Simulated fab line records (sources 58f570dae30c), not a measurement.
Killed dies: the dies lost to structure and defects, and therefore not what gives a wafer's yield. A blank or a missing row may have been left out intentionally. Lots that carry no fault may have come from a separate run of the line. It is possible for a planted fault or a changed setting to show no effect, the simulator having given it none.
Which of the tools did it? | flow berkeley cmos170 | Sampling: 14 lots, 42 wafers, 6 of 331 route steps

WHAT THE GAUGES READ, wafer by wafer
UCB170_NLDD_TW_MEAS_11.
lot  | measured     | on            | NLDD_TW
L773 | day 7 10:25  | film metro-03 | 2177 2182 2182
L775 | day 7 19:44  | film metro-03 | 2191 2183 2183
L776 | day 7 19:30  | film metro-03 | 2172 2179 2187
L774 | day 7 19:13  | film metro-01 | 2215 2207 2197
L777 | day 8 03:29  | film metro-01 | 2212 2197 2214
L778 | day 8 03:20  | film metro-03 | 2189 2186 2188
L779 | day 8 15:22  | film metro-01 | 2213 2201 2217
L780 | day 8 15:15  | film metro-02 | 2240 2235 2231
L784 | day 9 05:16  | film metro-03 | 2196 2189 2190
L783 | day 9 05:19  | film metro-02 | 2256 2251 2250
L785 | day 9 13:36  | film metro-03 | 2193 2208 2196
L791 | day 10 19:51 | film metro-03 | 2185 2184 2191
L790 | day 11 04:47 | film metro-01 | 2329 2311 2326 2324 2312 2322
L795 | day 12 09:46 | film metro-02 | 2346 2335 2348 2355 2356 2351

UCB170_SPACER_THK_MEAS_01.
lot  | measured     | on            | SPACER_TEOS_THK (nm)
L773 | day 7 12:32  | film metro-04 | 367 369 373
L775 | day 7 20:01  | film metro-03 | 372 369 375
L776 | day 7 19:47  | film metro-01 | 381 381 385
L774 | day 7 19:31  | film metro-04 | 372 377 379
L777 | day 8 03:52  | film metro-03 | 380 386 383
L778 | day 8 03:40  | film metro-01 | 373 370 378
L779 | day 8 15:39  | film metro-03 | 372 375 379
L780 | day 8 15:34  | film metro-04 | 391 384 385
L784 | day 9 05:33  | film metro-04 | 369 369 376
L783 | day 9 05:38  | film metro-01 | 373 373 369
L785 | day 9 13:52  | film metro-04 | 379 385 385
L791 | day 10 20:08 | film metro-04 | 372 370 379
L790 | day 11 13:02 | film metro-03 | 378 387 383
L795 | day 12 13:00 | film metro-04 | 369 376 378

UCB170_SDANNEAL_RS_MEAS_05: measurement is done with a four-point probe.
lot  | measured     | on            | NLDD_RS (ohm/sq)
L773 | day 7 21:27  | film metro-01 | 617.0 615.4 615.4
L775 | day 8 07:56  | film metro-03 | 616.4 617.4 615.7
L776 | day 8 07:03  | film metro-02 | 617.6 617.0 617.1
L774 | day 8 06:52  | film metro-03 | 617.8 618.7 618.1
L777 | day 8 16:30  | film metro-01 | 613.6 611.5 614.5
L778 | day 8 16:43  | film metro-03 | 618.0 616.5 617.5
L779 | day 9 02:38  | film metro-01 | 615.9 615.5 615.3
L780 | day 9 03:36  | film metro-01 | 614.8 614.5 615.6
L784 | day 9 19:55  | film metro-01 | 612.3 614.2 614.4
L783 | day 9 19:02  | film metro-01 | 614.8 615.0 614.6
L785 | day 10 01:49 | film metro-03 | 615.7 616.0 617.9
L791 | day 11 06:40 | film metro-03 | 616.2 616.7 616.7
L790 | day 12 00:14 | film metro-01 | 576.9 578.1 577.5 577.8 578.8 577.8
L795 | day 12 23:06 | film metro-03 | 576.8 579.4 576.8 577.8 579.0 577.0

WHICH TOOL RAN EACH LOT (tool, then ch and the chambers of the sampled wafers, then the start)
lot  | UCB170_PFIELD_STRIP_08              | UCB170_NLDD_IMPLANT_08          | UCB170_BACKSIDE_STRIP_03
L773 | plasma asher-01 ch 0,1, day 4 21:25 | implanter-03 ch 0, day 7 10:01  | plasma asher-03 ch 0,1, day 7 20:41
L775 | plasma asher-01 ch 0,1, day 5 06:19 | implanter-04 ch 0, day 7 19:20  | plasma asher-04 ch 0,1, day 8 07:10
L776 | plasma asher-04 ch 0, day 5 06:44   | implanter-02 ch 0, day 7 19:07  | plasma asher-03 ch 0,1, day 8 06:16
L774 | plasma asher-01 ch 0,1, day 5 07:02 | implanter-03 ch 0, day 7 18:51  | plasma asher-04 ch 0,1, day 8 06:06
L777 | plasma asher-01 ch 0,1, day 5 13:52 | implanter-02 ch 0, day 8 03:07  | plasma asher-01 ch 0,1, day 8 15:42
L778 | plasma asher-04 ch 0,1, day 5 14:06 | implanter-04 ch 0, day 8 02:56  | plasma asher-03 ch 0,1, day 8 15:57
L779 | plasma asher-03 ch 0,1, day 6 08:31 | implanter-04 ch 0, day 8 14:56  | plasma asher-04 ch 0,1, day 9 01:53
L780 | plasma asher-01 ch 0,1, day 6 08:49 | implanter-03 ch 0, day 8 14:54  | plasma asher-03 ch 0,1, day 9 02:49
L784 | plasma asher-03 ch 0,1, day 6 22:02 | implanter-02 ch 0, day 9 04:53  | plasma asher-01 ch 1, day 9 19:08
L783 | plasma asher-01 ch 0,1, day 6 22:10 | implanter-03 ch 0, day 9 04:55  | plasma asher-03 ch 0,1, day 9 18:16
L785 | plasma asher-03 ch 0,1, day 7 10:48 | implanter-03 ch 0, day 9 13:12  | plasma asher-03 ch 0,1, day 10 01:02
L791 | plasma asher-04 ch 0,1, day 8 07:26 | implanter-04 ch 0, day 10 19:28 | plasma asher-04 ch 1, day 11 05:52
L790 | plasma asher-04 ch 0,1, day 8 18:04 | implanter-02 ch 0, day 11 04:24 | plasma asher-01 ch 0, day 11 20:43
L795 | plasma asher-04 ch 0,1, day 9 17:44 | implanter-02 ch 0, day 12 09:24 | plasma asher-01 ch 0,1, day 12 21:26
- UCB170_PFIELD_STRIP_08: strips in O2.
- UCB170_NLDD_IMPLANT_08
- UCB170_BACKSIDE_STRIP_03: strips in O2.

WHAT THE TOOLS THEMSELVES READ (means of the sampled wafers that have a number; where no wafer has one, the mark that the record gives instead)
UCB170_PFIELD_STRIP_08.
lot  | tool            | drypump motor current A (A) | oes product au (a.u.) | strip time to endpoint s (s)
L773 | plasma asher-01 | 6.2                         | 0.736                 | 21.57
L775 | plasma asher-01 | 6.1                         | 0.733                 | 21.68
L776 | plasma asher-04 | 6.4                         | 0.736                 | 21.60
L774 | plasma asher-01 | 5.7                         | 0.735                 | 21.63
L777 | plasma asher-01 | 6.2                         | 0.735                 | 21.55
L778 | plasma asher-04 | 6.4                         | 0.730                 | 21.69
L779 | plasma asher-03 | 5.9                         | 0.735                 | 21.55
L780 | plasma asher-01 | 5.7                         | 0.735                 | 21.69
L784 | plasma asher-03 | 6.0                         | 0.732                 | 21.55
L783 | plasma asher-01 | 5.7                         | 0.735                 | 21.72
L785 | plasma asher-03 | 6.0                         | 0.734                 | 21.73
L791 | plasma asher-04 | 6.4                         | 0.736                 | 21.52
L790 | plasma asher-04 | 6.4                         | 0.735                 | 21.67
L795 | plasma asher-04 | 6.5                         | 0.738                 | 21.58

UCB170_NLDD_IMPLANT_08.
lot  | tool         | beam energy keV
L773 | implanter-03 | 30.007
L775 | implanter-04 | 30.003
L776 | implanter-02 | 29.993
L774 | implanter-03 | 29.993
L777 | implanter-02 | 30.006
L778 | implanter-04 | 30.006
L779 | implanter-04 | 29.991
L780 | implanter-03 | 29.989
L784 | implanter-02 | 30.005
L783 | implanter-03 | 29.989
L785 | implanter-03 | 30.001
L791 | implanter-04 | 30.004
L790 | implanter-02 | 40.504
L795 | implanter-02 | 40.488

UCB170_BACKSIDE_STRIP_03.
lot  | tool            | drypump motor current A (A) | oes product au (a.u.) | strip time to endpoint s (s)
L773 | plasma asher-03 | 5.9                         | 0.736                 | 21.92
L775 | plasma asher-04 | 6.5                         | 0.737                 | 21.88
L776 | plasma asher-03 | 6.0                         | 0.734                 | 22.05
L774 | plasma asher-04 | 6.4                         | 0.734                 | 22.02
L777 | plasma asher-01 | 6.2                         | 0.736                 | 22.02
L778 | plasma asher-03 | 6.0                         | 0.735                 | 21.94
L779 | plasma asher-04 | 6.4                         | 0.733                 | 21.99
L780 | plasma asher-03 | 6.0                         | 0.739                 | 21.94
L784 | plasma asher-01 | 5.3                         | 0.738                 | 22.01
L783 | plasma asher-03 | 6.0                         | 0.736                 | 21.92
L785 | plasma asher-03 | 6.0                         | 0.733                 | 22.01
L791 | plasma asher-04 | 6.5                         | 0.738                 | 22.03
L790 | plasma asher-01 | 6.6                         | 0.736                 | 22.02
L795 | plasma asher-01 | 6.1                         | 0.734                 | 22.02

THE ANSWER, worked out from the rows above alone
Rule: the usual values come from the lots themselves. The widest of any qualifying gaps counts: lots, ordered by their means at a reading, are off when they make up no more than a third of the lots, leave a main group of 4 or more, and stand apart from it by 3 or more times the standard deviation of that group's means. A main group is skipped when, at the precision printed for the reading in the tables above, its means are all equal. A lot without any number at a reading at which 4 lots or more have one is off too. All remaining lots with rows at the step are treated as sound. The gauges are gone through in route order, then the tools' own readings, and for those a lot's mean is taken as printed above. At the first step where some lot is off, the reading lying furthest off is the one used; lots without a number count as furthest.
Off: L790, L795, seen at UCB170_NLDD_TW_MEAS_11 (NLDD_TW). Mean 2202 and standard deviation 22 in the main group.
If a tool, at a process step before that reading, ran all the lots that are off and no sound lot after the first of them, it fits. The gauges at UCB170_NLDD_TW_MEAS_11 aren't tried: what is off there is off at UCB170_NLDD_IMPLANT_08 too, on other tools, and a gauge's error can't cause that. 2 tools fit, plasma asher-04 at UCB170_PFIELD_STRIP_08 and implanter-02 at UCB170_NLDD_IMPLANT_08, so this cannot tell which one it is.

WHAT WAS PUT IN BY THE SIMULATOR
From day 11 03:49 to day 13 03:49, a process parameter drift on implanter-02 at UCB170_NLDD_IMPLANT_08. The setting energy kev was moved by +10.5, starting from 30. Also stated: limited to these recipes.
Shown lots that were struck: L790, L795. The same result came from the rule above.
